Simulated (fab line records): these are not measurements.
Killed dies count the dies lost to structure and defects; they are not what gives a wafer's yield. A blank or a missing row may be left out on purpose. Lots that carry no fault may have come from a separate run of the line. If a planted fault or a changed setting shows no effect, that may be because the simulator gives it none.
Problem report in the 8D (eight disciplines) form, filled by code -- flow rit-cmos -- the parts of the form that need people (team, actions taken, sign-off) are left out

1. PROBLEM STATEMENT
CONTACT_OVL at RIT_CONTACT_OVL_MEAS_09 reads a mean of 348.8 nm on 9 wafers of 3 lots; wafers without a fault read 0.3 nm with a standard deviation of 1.4. So: +99 or more standard deviations from the usual mean.
First observed at day 6 02:18: wafer L840.3, on overlay-01. At this step, 45 wafers from 15 lots have a number in the record. By rule, "out" or "out of limits" means more than 4 standard deviations away from the usual mean. All remaining wafers that have a number are taken as sound.

2. WHAT THIS IS AND IS NOT
question,is,is not
which readings at this step,CONTACT_OVL,-
which lots,"L840, L841, L842","L827, L828, L829, L830, L831, L832, L836, L844, L845, L846, L848, L849"
which wafers of those lots,all that have a number,-
read on which gauges,"overlay-01, overlay-02",-
when,from day 6 02:18,"up to then (21 sound wafers); but 15 sound wafers of L844, L845, L846, L848, L849 came after"

3. WHAT RULES OUT EACH SUSPECT
Counting: a tool stays on the suspect list if, at a process step up to the reading, it processed all lots that are out and no sound lot following the first of them.
- the gauge at RIT_CONTACT_OVL_MEAS_09 has been ruled out. Those wafers that are out were read across 2 gauges (overlay-01, overlay-02).
- iline-stepper-02 at RIT_CONTACT_EXPOSE_05 (exposes mask M11, target cd 1000 nm): kept. All lots that are out passed through it, beginning with L840 at day 6 01:41, and no sound lot followed; its final sound lot before that point was L832 at day 4 15:04.
Remaining after the count: iline-stepper-02 at RIT_CONTACT_EXPOSE_05.

4. THE CAUSE (what the simulator had put in)
Scanner matching overlay: iline-stepper-02, from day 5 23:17 on, at RIT_CONTACT_EXPOSE_05. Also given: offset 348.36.
This tool alone remained once counting was done.

5. THE EFFECT CHAIN, in route order
One row per reading whose mean, taken over the struck wafers that have a number, lies over 3 standard deviations from the usual. Scope: only readings with a usual standard deviation given in the record; hours: median across lots of the time from each lot's start at the first step in this table that gives one to its start at this step; sigmas: change in usual standard deviations.
hours,step,reading,usual,on struck wafers,change,sigmas
0,RIT_CONTACT_OVL_MEAS_09,CONTACT_OVL,0.3 nm,348.8,+348.5,+99 or more

6. HOW IT WOULD HAVE BEEN CAUGHT EARLIER
Counted from the fault's start at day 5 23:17, it took 3 hours until the first out-of-limits reading at a measuring or inspecting step in this record, taken at day 6 02:18.
Tool readings at RIT_CONTACT_EXPOSE_05 with a usual standard deviation given in the record: none out on any struck wafer, hence no alarm at a limit of 4 standard deviations on them.
Lots out: 3; of these, L841, L842 started RIT_CONTACT_EXPOSE_05 on iline-stepper-02 after day 6 02:18. A hold on the tool at that time would have spared those 2.
